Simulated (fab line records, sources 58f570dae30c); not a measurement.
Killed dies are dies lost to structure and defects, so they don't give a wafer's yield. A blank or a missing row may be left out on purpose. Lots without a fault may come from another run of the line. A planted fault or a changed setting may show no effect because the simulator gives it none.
Which tool did it? | flow berkeley_cmos170 | 7 lots, 21 wafers sampled, at 4 steps of a route of 331

WHAT THE GAUGES READ, wafer by wafer
UCB170_M2_CD_MEAS_15: target cd 700 nm.
lot  | measured     | on        | cd_nm (nm)
L250 | day 9 02:44  | cd_sem-02 | 700.2 700.6 701.3
L253 | day 10 02:43 | cd_sem-02 | 699.2 699.8 699.2
L255 | day 10 16:17 | cd_sem-01 | 697.9 699.3 699.0
L258 | day 11 07:35 | cd_sem-02 | 880.8 882.4 881.5
L260 | day 11 08:23 | cd_sem-02 | 698.5 699.8 699.1
L265 | day 12 18:37 | cd_sem-02 | 701.3 701.5 701.8
L269 | day 13 07:37 | cd_sem-02 | 700.4 698.7 700.0

WHICH TOOL RAN EACH LOT (tool, then ch and the chambers of the sampled wafers, then the start)
lot  | UCB170_PFIELD_STRIP_08              | UCB170_V1_CVD_00                | UCB170_M2_PEB_13
L250 | plasma_asher-02 ch 0,1, day 4 23:07 | pecvd-03 ch 1,2, day 8 21:56    | litho_track-01 ch 0, day 9 02:28
L253 | plasma_asher-02 ch 0,1, day 6 05:47 | pecvd-03 ch 0,1, day 9 21:32    | litho_track-02 ch 0, day 10 02:26
L255 | plasma_asher-02 ch 0,1, day 6 19:31 | pecvd-01 ch 0,1, day 10 11:40   | litho_track-01 ch 0, day 10 16:01
L258 | plasma_asher-04 ch 0,1, day 7 04:29 | pecvd-03 ch 0,1, day 11 01:58   | litho_track-01 ch 0, day 11 07:08
L260 | plasma_asher-02 ch 0, day 7 12:16   | pecvd-04 ch 1,2, day 11 03:17   | litho_track-02 ch 0, day 11 08:07
L265 | plasma_asher-04 ch 0,1, day 9 06:36 | pecvd-04 ch 0,1,2, day 12 13:52 | litho_track-02 ch 0, day 12 18:20
L269 | plasma_asher-01 ch 0,1, day 9 14:33 | pecvd-01 ch 0,1,2, day 13 00:57 | litho_track-03 ch 0, day 13 06:45
- UCB170_PFIELD_STRIP_08: strips in O2.
- UCB170_V1_CVD_00: deposits SiO2 from TEOS/O2, target thk 2000 nm, time 250 s.
- UCB170_M2_PEB_13

THE ANSWER, worked out from the rows above alone
Rule: what is usual is taken from the lots themselves. Put in order of their means at a reading, lots are off if they are a third of the lots or fewer, leave a main group of 4 or more, and stand apart from it by a gap of 3 or more times the standard deviation of the main group's means; of several such gaps the widest counts. A main group whose means are all the same, to the digits that the tables above print for the reading, isn't used. A lot without any number at a reading at which 4 lots or more have one is off too. The other lots that the step has rows for count as sound.
Off: L258, at UCB170_M2_CD_MEAS_15 (cd_nm). The main group: mean 699.9 nm, standard deviation 0.96.
A tool fits if, at a process step before that reading, it ran every lot that is off, and no sound lot after the first of them. The gauges at UCB170_M2_CD_MEAS_15 are tried like those tools. Can't be told from this: 2 tools fit, pecvd-03 at UCB170_V1_CVD_00, litho_track-01 at UCB170_M2_PEB_13.

WHAT THE SIMULATOR HAD PUT IN
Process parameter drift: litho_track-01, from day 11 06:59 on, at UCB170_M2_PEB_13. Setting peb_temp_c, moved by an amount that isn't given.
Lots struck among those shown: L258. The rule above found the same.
